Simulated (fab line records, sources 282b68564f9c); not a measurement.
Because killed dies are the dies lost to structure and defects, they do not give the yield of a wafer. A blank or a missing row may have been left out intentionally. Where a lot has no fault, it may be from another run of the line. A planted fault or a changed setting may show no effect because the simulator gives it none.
fab line records | flow rit-cmos
record lots=14 wafers=42 last-day=8
route steps=202 shown PLDD@124 SPACER@130 SILICIDE@161 M1@202
lots that met no fault: from a run of the same line without faults
start-h: hours from the record's opening day to when the first of the lot's shown wafers began | wait-h: how many hours have passed since the lot's step before this one | " repeats the value in the row above | L1.1+2: one row covering several wafers at once | - no value present, or no start provided | * or withheld: withheld | < > ~ a bound
route shown NAME@n: a module of which the file shows steps, and the number in the route of the first | usual: the fault-free wafers' mean and standard deviation | same: alike in all rows | chamber/n: place in a boat | sites: readings site by site | _std_site: their standard deviation | _edge_site: inner sites' mean taken away from outer sites' mean | radius-mm: how far each site lies from the wafer's centre | mask NAME#n: copy n | behind: the most recent tool/chamber to have shaped the wafer | hold: cause of the lot's hold/its duration in hours/its outcome | device: the n, p or np transistor that did not switch | end of line: tests run on the same wafers once the route is complete | a step given without rows: its recipe and nothing more | killed: the dies lost at the first sort to structure and to defects; this is not the yield of the wafer | map: the dies of a wafer, with x for killed, . for not killed, _ for no die there
set.NAME: the run value of the setting; set.NAME@STEP: its run value at that earlier step | model.NAME: the simulator's own value behind a step, which no gauge read
route steps across a sampled set of lots; one table per step, one row per wafer
services: the hour from which a tool's chamber was out of use, counted from the record's first day as start-h (under 0 if before that day), plus the number of hours and why
## steps
# step RIT_PLDD_TW_MEAS_10
# usual PLDD_TW=2359/16
# columns lot.wafer tool chamber start-h wait-h PLDD_TW
L384.1 film-metro-03 - 49.06 0.1 2363
L384.3 " - " " 2363
L384.5 " - " " 2359
L385.2 film-metro-01 - 59.68 0.1 2336
L385.3 " - " " 2330
L385.6 " - " " 2345
L387.2 film-metro-03 - 70.96 0.1 2370
L387.5 " - " " 2343
L387.6 " - " " 2358
L388.2 film-metro-03 - 73.96 0.1 2376
L388.4 " - " " 2378
L388.6 " - " " 2388
L389.3 film-metro-02 - 79.53 0.1 2357
L389.4 " - " " 2358
L389.6 " - " " 2355
L390.1 film-metro-01 - 84.74 0.1 2331
L390.2 " - " " 2328
L390.3 " - " " 2333
L392.2 film-metro-02 - 97.30 0.1 2373
L392.3 " - " " 2359
L392.5 " - " " 2367
L395.1 film-metro-03 - 108.65 0.1 2363
L395.2 " - " " 2358
L395.4 " - " " 2371
L397.2 film-metro-03 - 129.71 0.1 2367
L397.3 " - " " 2368
L397.4 " - " " 2381
L398.2 film-metro-03 - 130.08 0.1 2370
L398.4 " - " " 2364
L398.5 " - " " 2361
L403.1 film-metro-01 - 166.76 0.2 2338
L403.3 " - " " 2333
L403.5 " - " " 2349
L404.1 film-metro-03 - 167.08 0.1 2389
L404.3 " - " " 2375
L404.4 " - " " 2377
L405.1 film-metro-01 - 179.23 0.1 2333
L405.3 " - " " 2331
L405.4 " - " " 2327
L406.3 film-metro-03 - 179.53 0.1 2361
L406.4 " - " " 2351
L406.5 " - " " 2353
# step RIT_SPACER_ETCHBACK_05
# recipe target-depth-a=2500 SF6_flow_sccm=30 CHF3_flow_sccm=30 target=Si3N4 chemistry=SF6/CHF3 pressure-mtorr=40 rf-w=250 time-s=240 stop-on=SiO2
# usual CHF3_flow_sccm=30.00/0.081 drypump-motor-current-A=5.9/0.42 oes-product-au=0.844/0.015 rf-fwd-power-W=249.4/0.78 throttle-valve-pct=10.33/0.15
# columns lot.wafer tool chamber start-h wait-h CHF3_flow_sccm drypump-motor-current-A oes-product-au rf-fwd-power-W rf-hours-counter-h throttle-valve-pct
L384.1 rie-diel-03 3 52.34 0.1 30.12 6.2 0.889 249.9 60 10.35
L384.3 " 1 " " 30.04 5.6 0.845 248.8 134 10.45
L384.5 " 1 " " 30.01 5.6 0.849 249.0 - 10.44
L385.2 rie-diel-02 3 62.07 0.0 30.02 6.6 0.818 249.4 49 10.37
L385.3 " 1 " " 30.02 5.9 0.837 249.5 141 10.45
L385.6 " 3 " " 29.96 6.6 0.815 248.6 - 10.36
L387.2 rie-diel-03 0 74.35 0.0 29.92 5.5 0.850 249.7 113 10.44
L387.5 " 3 " " 30.10 6.2 0.884 250.0 - 10.36
L387.6 " 2 " " 30.08 5.9 0.857 249.3 - 10.43
L388.2 rie-diel-03 3 77.31 0.0 30.12 6.2 0.876 250.6 60 10.34
L388.4 " 0 " " 30.02 5.5 0.856 249.8 113 10.45
L388.6 " 1 " " 29.94 5.6 0.854 249.3 - 10.46
L389.3 rie-diel-02 2 81.91 0.0 30.06 5.5 0.841 247.4 6 10.05
L389.4 " 0 " " 29.91 5.9 0.834 248.5 87 10.14
L389.6 " 1 " " 30.08 5.9 0.842 249.6 - 10.43
L390.1 rie-diel-04 3 87.18 0.1 30.04 5.6 0.834 249.1 58 10.42
L390.2 " 2 " " 29.95 6.7 0.848 249.6 19 10.44
L390.3 " 1 " " 29.94 5.3 0.847 250.5 114 10.27
L392.2 rie-diel-02 1 99.73 0.0 30.07 5.9 0.859 250.2 142 10.45
L392.3 " 2 " " 29.91 5.4 0.859 249.7 7 10.05
L392.5 " 3 " " 30.04 6.6 0.818 248.2 - 10.40
L395.1 rie-diel-02 1 111.34 0.1 29.96 5.9 0.854 249.9 142 10.45
L395.2 " 0 " " 29.87 5.9 0.848 248.1 87 10.14
L395.4 " 3 " " 30.07 6.6 0.834 248.8 50 10.40
L398.2 rie-diel-04 2 132.48 0.0 30.00 6.7 0.841 249.7 20 10.43
L398.4 " 0 " " 30.13 5.7 0.851 248.3 38 10.04
L398.5 " 3 " " 29.96 5.6 0.832 248.8 - 10.42
L397.2 rie-diel-02 0 133.06 0.0 30.08 5.9 0.833 249.3 88 10.15
L397.3 " 2 " " 30.02 5.5 0.855 249.6 7 10.05
L397.4 " 1 " " 29.92 5.9 0.839 249.0 142 10.44
L403.1 rie-diel-04 3 169.20 0.1 30.00 5.6 0.828 250.6 60 10.43
L403.3 " 1 " " 29.91 5.3 0.842 249.7 116 10.28
L403.5 " 1 " " 29.78 5.3 0.836 248.8 - 10.27
L404.1 rie-diel-03 1 170.61 0.1 30.08 5.6 0.847 249.2 135 10.46
L404.3 " 0 " " 29.97 5.5 0.842 249.6 114 10.42
L404.4 " 3 " " 30.02 6.2 0.875 250.0 - 10.34
L405.1 rie-diel-02 2 181.66 0.1 30.00 5.5 0.852 249.2 8 10.04
L405.3 " 1 " " 30.09 5.9 0.837 249.1 143 10.43
L405.4 " 0 " " 29.98 5.9 0.821 249.8 89 10.14
L406.3 rie-diel-04 2 183.40 0.0 29.93 6.7 0.847 249.9 21 10.43
L406.4 " 1 " " 30.21 5.3 0.840 249.3 116 10.27
L406.5 " 1 " " 30.02 5.3 0.841 250.3 - 10.26
# step RIT_SILICIDE_WET_ETCH_00
# recipe chemistry=BOE target=SiO2 target-depth-nm=14 time-s=15 dry=n2-spin dilution=10:1 temp-c=21.5
# usual bath-heat-duty-pct=1.7/0.4 run-length-s=43.2/2
# columns lot.wafer tool chamber start-h wait-h bath-heat-duty-pct run-length-s
L384.1 wet-bench-03 3 56.56 0.1 1.8 41.7
L384.3 " 3 " " 2.4 41.7
L384.5 " 3 " " 2.5 41.7
L385.2 wet-bench-04 2 66.22 0.1 1.8 40.6
L385.3 " 2 " " 1.6 40.6
L385.6 " 2 " " 1.5 40.6
L387.2 wet-bench-04 2 78.51 0.1 2.7 44.7
L387.5 " 2 " " 1.2 44.7
L387.6 " 2 " " 1.7 44.7
L388.2 wet-bench-01 1 81.51 0.1 1.4 47.2
L388.4 " 1 " " 2.1 47.2
L388.6 " 1 " " 1.5 47.2
L389.3 wet-bench-03 3 86.17 0.1 1.6 41.5
L389.4 " 3 " " 1.9 41.5
L389.6 " 3 " " 2.4 41.5
L390.1 wet-bench-01 0 91.32 0.1 1.6 42.4
L390.2 " 0 " " 1.7 42.4
L390.3 " 0 " " 1.5 42.4
L392.2 wet-bench-01 2 103.91 0.1 2.1 41.1
L392.3 " 2 " " 1.5 41.1
L392.5 " 2 " " 1.9 41.1
L395.1 wet-bench-04 3 115.36 0.1 2.1 41.9
L395.2 " 3 " " 1.4 41.9
L395.4 " 3 " " 2.0 41.9
L398.2 wet-bench-01 0 136.71 0.1 - -
L398.4 " 0 " " - -
L398.5 " 0 " " - -
L397.2 wet-bench-01 0 137.20 0.1 - -
L397.3 " 0 " " - -
L397.4 " 0 " " - -
L403.1 wet-bench-01 1 173.24 0.1 1.6 47.0
L403.3 " 1 " " 2.2 47.0
L403.5 " 1 " " 1.7 47.0
L404.1 wet-bench-01 0 174.77 0.1 1.2 45.7
L404.3 " 0 " " 1.8 45.7
L404.4 " 0 " " 2.0 45.7
L405.1 wet-bench-03 0 185.84 0.1 1.3 42.8
L405.3 " 0 " " 1.9 42.8
L405.4 " 0 " " 1.8 42.8
L406.3 wet-bench-03 2 187.60 0.1 2.0 41.0
L406.4 " 2 " " 1.7 41.0
L406.5 " 2 " " 2.5 41.0
# step RIT_M1_PROBE_99
# usual killed-at-contacts=0.1/0.24 killed-at-front-end=7/3.1 killed-dies=7/3.1 killed-on-rim=1.9/1.3 killed-open=3.3/1.9 killed-short=3.9/2.1
# same gross-dies=264 killed_at_M0_to_M3=0 killed_at_M4_up=0 killed-at-back-side=0 killed-at-other=0
# columns lot.wafer tool chamber start-h wait-h hold killed-at-contacts killed-at-front-end killed-dies killed-on-rim killed-open killed-short
L384.1 prober-02 - 63.35 0.1 - 0 14 14 5 2 12
L384.3 prober-02 - 63.45 0.2 - 0 4 4 1 1 3
L384.5 prober-02 - 63.55 0.2 - 0 7 7 1 2 4
L385.2 prober-01 - 73.33 0.1 - 0 5 5 2 2 3
L385.3 prober-01 - 73.38 0.2 - 0 5 5 0 2 3
L385.6 prober-01 - 73.53 0.2 - 0 12 12 3 7 5
L387.2 prober-01 - 85.44 0.1 - 0 10 10 2 4 6
L387.5 prober-01 - 85.59 0.2 - 0 3 3 1 2 1
L387.6 prober-01 - 85.64 0.2 - 0 6 6 2 4 2
L388.2 prober-02 - 88.62 0.1 - 0 6 6 2 4 2
L388.4 prober-02 - 88.72 0.2 - 0 4 4 2 2 2
L388.6 prober-02 - 88.82 0.2 - 0 4 4 2 1 3
L389.3 prober-01 - 93.56 0.2 - 0 4 4 1 2 2
L389.4 prober-01 - 93.61 0.2 - 0 7 7 2 4 3
L389.6 prober-01 - 93.71 0.2 - 0 9 9 2 5 4
L390.1 prober-02 - 98.24 0.1 - 0 4 4 1 1 3
L390.2 prober-02 - 98.29 0.1 - 0 5 5 2 3 2
L390.3 prober-02 - 98.34 0.2 - 0 6 6 3 2 4
L392.2 prober-02 - 111.02 0.1 - 0 1 1 0 0 1
L392.3 prober-02 - 111.07 0.2 - 0 6 6 1 1 5
L392.5 prober-02 - 111.17 0.2 - 0 8 8 0 5 3
L395.1 prober-01 - 122.41 0.1 - 0 8 8 1 5 3
L395.2 prober-01 - 122.46 0.1 - 0 4 4 1 2 2
L395.4 prober-01 - 122.56 0.2 - 0 8 8 3 3 5
L398.2 prober-01 - 143.76 0.1 await-dispo/10.7h/scrap 0 264 264 70 8 5
L398.4 prober-01 - 143.86 0.2 await-dispo/10.7h/scrap 0 264 264 70 5 5
L398.5 prober-01 - 143.91 0.2 await-dispo/10.7h/scrap 0 264 264 70 4 6
L397.2 prober-02 - 145.27 0.1 await-dispo/2.8h/scrap 0 264 264 70 5 3
L397.3 prober-02 - 145.32 0.2 await-dispo/2.8h/scrap 0 264 264 70 0 10
L397.4 prober-02 - 145.37 0.2 await-dispo/2.8h/scrap 0 264 264 70 2 3
L403.1 prober-01 - 180.41 0.1 - 1 6 7 2 3 4
L403.3 prober-01 - 180.51 0.2 - 1 7 8 1 3 5
L403.5 prober-01 - 180.61 0.2 - 0 6 6 1 4 2
L404.1 prober-02 - 181.91 0.1 - 0 9 9 1 5 4
L404.3 prober-02 - 182.01 0.2 - 0 12 12 3 6 6
L404.4 prober-02 - 182.06 0.2 - 0 3 3 0 2 1
L405.1 prober-02 - 194.30 0.1 - 1 8 9 3 5 4
L405.3 prober-02 - 194.40 0.2 - 0 5 5 2 3 2
L405.4 prober-02 - 194.45 0.2 - 0 9 9 1 6 3
L406.3 prober-01 - 195.90 0.2 - 0 7 7 2 5 2
L406.4 prober-01 - 195.95 0.2 - 0 8 8 1 1 7
L406.5 prober-01 - 196.00 0.2 - 0 7 7 3 5 2
# killed by level:class
L384.1 REOX:geometric-particle:short=5 FOX2:geometric-particle:short=3 GATE:geometric-particle:short=3 GATE:geometric-particle:open=1 SPACER:geometric-particle:open=1 SPACER:geometric-particle:short=1
L384.3 SPACER:geometric-particle:short=2 GATE:geometric-particle:open=1 REOX:geometric-particle:short=1
L384.5 GATE:geometric-particle:short=2 SPACER:geometric-particle:open=2 FOX2:geometric-particle:short=1 SILICIDE:geometric-particle:short=1 PWELL:coat-microbubble-printed=1
L385.2 SILICIDE:geometric-particle:short=3 GATE:geometric-particle:open=1 SILICIDE:geometric-particle:open=1
L385.3 GATE:geometric-particle:open=2 GATE:geometric-particle:short=1 REOX:geometric-particle:short=1 SILICIDE:geometric-particle:short=1
L385.6 GATE:geometric-particle:open=3 SILICIDE:geometric-particle:open=3 SPACER:geometric-particle:short=2 SILICIDE:geometric-particle:short=2 GATE:geometric-particle:short=1 SPACER:geometric-particle:open=1
L387.2 GATE:geometric-particle:short=3 FOX1:geometric-particle:open=1 FOX2:geometric-particle:short=1 GATE:geometric-particle:open=1 REOX:geometric-particle:open=1 REOX:geometric-particle:short=1 SPACER:geometric-particle:open=1 SILICIDE:geometric-particle:short=1
L387.5 FOX2:geometric-particle:open=1 GATE:geometric-particle:short=1 SPACER:geometric-particle:open=1
L387.6 FOX1:geometric-particle:short=1 FOX1:geometric-particle:open=1 GATE:geometric-particle:short=1 GATE:geometric-particle:open=1 REOX:geometric-particle:open=1 SILICIDE:geometric-particle:open=1
L388.2 REOX:geometric-particle:open=2 FOX1:geometric-particle:short=1 FOX2:geometric-particle:open=1 GATE:geometric-particle:open=1 SILICIDE:geometric-particle:short=1
L388.4 GATE:geometric-particle:open=2 GATE:geometric-particle:short=1 SPACER:geometric-particle:short=1
L388.6 REOX:geometric-particle:short=2 GATE:geometric-particle:short=1 GATE:geometric-particle:open=1
L389.3 GATE:geometric-particle:short=2 GATE:geometric-particle:open=1 SPACER:geometric-particle:open=1
L389.4 FOX1:geometric-particle:open=2 FOX1:geometric-particle:short=1 GATE:geometric-particle:short=1 GATE:geometric-particle:open=1 SPACER:geometric-particle:open=1 SPACER:geometric-particle:short=1
L389.6 GATE:geometric-particle:open=3 FOX1:geometric-particle:short=1 FOX1:geometric-particle:open=1 GATE:geometric-particle:short=1 SPACER:geometric-particle:open=1 SPACER:geometric-particle:short=1 SILICIDE:geometric-particle:short=1
L390.1 FOX1:geometric-particle:short=1 GATE:geometric-particle:short=1 SPACER:geometric-particle:open=1 SPACER:geometric-particle:short=1
L390.2 GATE:geometric-particle:open=3 SPACER:geometric-particle:short=2
L390.3 SPACER:geometric-particle:short=2 FOX1:geometric-particle:open=1 GATE:geometric-particle:short=1 REOX:geometric-particle:short=1 SPACER:geometric-particle:open=1
L392.2 GATE:geometric-particle:short=1
L392.3 GATE:geometric-particle:short=2 SILICIDE:geometric-particle:short=2 FOX2:geometric-particle:open=1 SPACER:geometric-particle:short=1
L392.5 FOX1:geometric-particle:open=2 GATE:geometric-particle:short=2 ACTIVE:geometric-particle:open=1 GATE:geometric-particle:open=1 REOX:geometric-particle:open=1 SILICIDE:geometric-particle:short=1
L395.1 FOX1:geometric-particle:open=2 GATE:geometric-particle:open=2 FOX1:geometric-particle:short=1 FOX2:geometric-particle:short=1 REOX:geometric-particle:open=1 REOX:geometric-particle:short=1
L395.2 GATE:geometric-particle:short=1 GATE:geometric-particle:open=1 SPACER:geometric-particle:open=1 SILICIDE:geometric-particle:short=1
L395.4 SILICIDE:geometric-particle:short=4 SILICIDE:geometric-particle:open=2 FOX1:geometric-particle:short=1 REOX:geometric-particle:open=1
L398.2 SILICIDE:area-etch=251 GATE:geometric-particle:open=4 REOX:geometric-particle:open=2 SILICIDE:geometric-particle:short=2 FOX1:geometric-particle:open=1 FOX1:geometric-particle:short=1 GATE:geometric-particle:short=1 REOX:geometric-particle:short=1
L398.4 SILICIDE:area-etch=254 GATE:geometric-particle:short=4 SILICIDE:geometric-particle:open=2 GATE:geometric-particle:open=1 REOX:geometric-particle:open=1 SPACER:geometric-particle:open=1 SPACER:geometric-particle:short=1
L398.5 SILICIDE:area-etch=254 GATE:geometric-particle:short=4 GATE:geometric-particle:open=2 REOX:geometric-particle:short=2 FOX1:geometric-particle:open=1 SILICIDE:geometric-particle:open=1
L397.2 SILICIDE:area-etch=256 SILICIDE:geometric-particle:open=3 SILICIDE:geometric-particle:short=2 ACTIVE:geometric-particle:open=1 GATE:geometric-particle:open=1 GATE:geometric-particle:short=1
L397.3 SILICIDE:area-etch=252 GATE:geometric-particle:short=6 FOX2:geometric-particle:short=2 PWELL:coat-microbubble-printed=2 FOX1:geometric-particle:short=1 SILICIDE:geometric-particle:short=1
L397.4 SILICIDE:area-etch=258 SILICIDE:geometric-particle:short=2 FOX2:geometric-particle:short=1 REOX:geometric-particle:open=1 SILICIDE:geometric-particle:open=1 PWELL:coat-microbubble-printed=1
L403.1 FOX1:geometric-particle:short=1 FOX1:geometric-particle:open=1 GATE:geometric-particle:open=1 GATE:geometric-particle:short=1 SILICIDE:geometric-particle:open=1 SILICIDE:geometric-particle:short=1 CONTACT:geometric-particle:short=1
L403.3 GATE:geometric-particle:short=3 SPACER:geometric-particle:open=2 FOX1:geometric-particle:short=1 SILICIDE:geometric-particle:open=1 CONTACT:geometric-particle:short=1
L403.5 SPACER:geometric-particle:open=2 FOX1:geometric-particle:short=1 GATE:geometric-particle:open=1 SPACER:geometric-particle:short=1 SILICIDE:geometric-particle:open=1
L404.1 FOX1:geometric-particle:open=2 REOX:geometric-particle:open=2 REOX:geometric-particle:short=2 FOX1:geometric-particle:short=1 SPACER:geometric-particle:short=1 SILICIDE:geometric-particle:open=1
L404.3 GATE:geometric-particle:short=4 GATE:geometric-particle:open=2 REOX:geometric-particle:short=2 FOX1:geometric-particle:open=1 FOX2:geometric-particle:open=1 REOX:geometric-particle:open=1 SILICIDE:geometric-particle:open=1
L404.4 FOX1:geometric-particle:open=1 GATE:geometric-particle:open=1 GATE:geometric-particle:short=1
L405.1 REOX:geometric-particle:short=3 REOX:geometric-particle:open=2 FOX1:geometric-particle:open=1 GATE:geometric-particle:open=1 SILICIDE:geometric-particle:open=1 CONTACT:geometric-particle:short=1
L405.3 SPACER:geometric-particle:open=2 GATE:geometric-particle:short=1 REOX:geometric-particle:short=1 SILICIDE:geometric-particle:open=1
L405.4 REOX:geometric-particle:open=2 SPACER:geometric-particle:short=2 SPACER:geometric-particle:open=2 FOX1:geometric-particle:open=1 FOX2:geometric-particle:open=1 REOX:geometric-particle:short=1
L406.3 GATE:geometric-particle:open=4 GATE:geometric-particle:short=2 FOX2:geometric-particle:open=1
L406.4 SPACER:geometric-particle:short=3 GATE:geometric-particle:short=2 REOX:geometric-particle:short=1 SILICIDE:geometric-particle:short=1 SILICIDE:geometric-particle:open=1
L406.5 GATE:geometric-particle:open=4 FOX1:geometric-particle:open=1 GATE:geometric-particle:short=1 SPACER:geometric-particle:short=1
## services
# columns tool chamber start-h hours kind
wet-bench-01 - 46.24 33.6 pm
rie-diel-02 2 46.39 30.1 repair
rie-diel-03 3 58.70 7.6 repair
rie-diel-03 - 62.19 4.3 pm
rie-diel-03 1 81.59 80.9 repair
rie-diel-04 2 107.10 10.3 repair
wet-bench-01 - 108.21 1.2 repair
rie-diel-03 0 113.14 5.3 repair
rie-diel-02 2 115.89 2.3 repair
rie-diel-03 2 139.80 4.2 repair
rie-diel-03 2 162.45 - clean
rie-diel-03 2 162.45 16.6 scheduled-down
rie-diel-03 2 162.45 16.6 vent-cycle
rie-diel-02 1 184.99 - clean
rie-diel-04 0 185.98 9.4 repair
## key
first-sign step=RIT_SILICIDE_WET_ETCH_00 reading=tool-record direction=missing
effect step=RIT_M1_PROBE_99 reading=killed-at-front-end direction=up sigmas=84 usual=7 struck=264
more-kills-born-at RIT_SILICIDE_WET_ETCH_00@wet-bench-01=1525
met-at RIT_SILICIDE_WET_ETCH_00
struck-lots L397,L398
later-rows-left-out L397.2,L397.3,L397.4,L398.2,L398.4,L398.5
tester-left-out L397,L398
not-acting-at RIT_PLDD_TW_MEAS_10,RIT_SPACER_ETCHBACK_05
onset-between 103.91 136.71
fault kind=skipped-step-whole tool=wet-bench-01 chamber=- onset-h=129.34 steps=RIT_SILICIDE_WET_ETCH_00 scope=struck-lots-only
# tester-left-out: of these lots the tester's yield and bins aren't shown, on N5 and GAA mostly nor the transistor test; their killed dies are dies lost to structure and defects alone, not to doping, threshold or leakage, so they don't give the yield
# later-rows-left-out: the simulator's readings of these wafers behind a module that went badly wrong aren't trusted and aren't shown, but for the sort
